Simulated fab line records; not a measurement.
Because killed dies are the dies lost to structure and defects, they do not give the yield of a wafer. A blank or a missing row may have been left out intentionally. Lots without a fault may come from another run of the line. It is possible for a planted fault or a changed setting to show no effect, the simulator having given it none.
Comparing a struck lot with a sound one -- flow rit cmos -- 18 steps out of a route of 202
Sound: wafers L156.3, L156.4, L156.5. Wafers struck: L169.2, L169.3, L169.4. The cause comes at the end.
Order at every step that has rows: each side's tool, ch and its chambers, its first start. Under that, the readings that differ: sound wafers -- struck wafers -- difference of the means -- sigmas: that difference in standard deviations of wafers without a fault.
alike: a reading whose means differ by less than 2 such deviations, as well as words and numbers matching on both sides. not compared: withheld readings; readings where some wafer has no value; bounds like >300 that might hide an equal value; numbers whose values overlap and for which the record gives no deviation.
Wherever a step has rows on one side only, a row that says differs or no value, or a row with sigmas, the two part there. Non-overlapping numbers with no deviation appear without sigmas and do not part them. A reading that every wafer of one side lacks parts them only if that side has two wafers or more.

first, 4 steps without rows for these wafers: RIT_PSD_SOFTBAKE_02 (time 60 s); RIT_PSD_EXPOSE_03 (exposes mask M10, target cd 40900 nm); RIT_PSD_PEB_04; RIT_PSD_DEVELOP_05 (develop time 50 s).
RIT_PSD_OVL_MEAS_06:
  sound on overlay-01, day 4 20:05; struck on overlay-02, day 6 23:46
  alike: PSD_OVL
then, 2 steps without rows for these wafers: RIT_PSD_HARDBAKE_07 (time 60 s); RIT_PSD_IMPLANT_08.
RIT_PSD_STRIP_09: strips in O2, time 180 s.
  sound on plasma asher-04 ch 0,1, day 4 20:28; struck on plasma asher-01 ch 0,1, day 7 00:06
  alike: chamber pressure mTorr, drypump motor current A
  not compared: rf hours counter h
RIT_PSD_TW_MEAS_10:
  sound on film metro-02, day 4 20:37; struck on film metro-01, day 7 00:17
reading,sound,struck,difference,sigmas
PSD_TW,3477 3463 3459,3389 3385 3393,-77,-2
then, 3 steps without rows for these wafers: RIT_SDANNEAL_CLEAN_00 (cleans in SC1, time 600 s); RIT_SDANNEAL_CLEAN_01 (cleans in dHF, time 30 s); RIT_SDANNEAL_CLEAN_02 (cleans in SC2, time 600 s).
RIT_SDANNEAL_RTA_03: time 5 s.
  sound on rtp anneal-02 ch 0, day 4 21:03; struck on rtp anneal-02 ch 0, day 7 00:43
  alike: wafer_temp_C_max
RIT_SDANNEAL_RS_MEAS_04: uses a four-point probe to measure.
  sound on film metro-03, day 4 21:08; struck on film metro-01, day 7 00:47
reading,sound,struck,difference,sigmas
PSD_RS (ohm/sq),115.77 115.64 116.05,127.73 127.96 127.64,+11.96,+46
RIT_SDANNEAL_RS_MEAS_05: uses a four-point probe to measure.
  sound on film metro-03, day 4 21:15; struck on film metro-01, day 7 00:54
reading,sound,struck,difference,sigmas
NSD_RS (ohm/sq),84.0 84.2 84.2,84.8 84.9 84.7,+0.7,+2
RIT_SDANNEAL_RS_MEAS_06: uses a four-point probe to measure.
  sound on film metro-03, day 4 21:22; struck on film metro-01, day 7 01:01
reading,sound,struck,difference,sigmas
PLDD_RS (ohm/sq),178.1 177.6 178.5,190.6 191.0 190.6,+12.7,+29
RIT_SDANNEAL_RS_MEAS_07: uses a four-point probe to measure.
  sound on film metro-03, day 4 21:29; struck on film metro-01, day 7 01:08
  alike: NLDD_RS
RIT_M1_PROBE_99:
  sound on prober-01, day 5 05:17; struck on prober-01, day 7 08:31
  alike: killed at contacts, killed at front end, killed dies, killed on rim, killed open, killed short

WHERE THEY PART
At RIT_PSD_TW_MEAS_10 first; at RIT_SDANNEAL_RS_MEAS_06 last (within this record only). Later steps at which nothing parts them and some readings are alike: RIT_SDANNEAL_RS_MEAS_07, RIT_M1_PROBE_99.

WHY: what the simulator had put in
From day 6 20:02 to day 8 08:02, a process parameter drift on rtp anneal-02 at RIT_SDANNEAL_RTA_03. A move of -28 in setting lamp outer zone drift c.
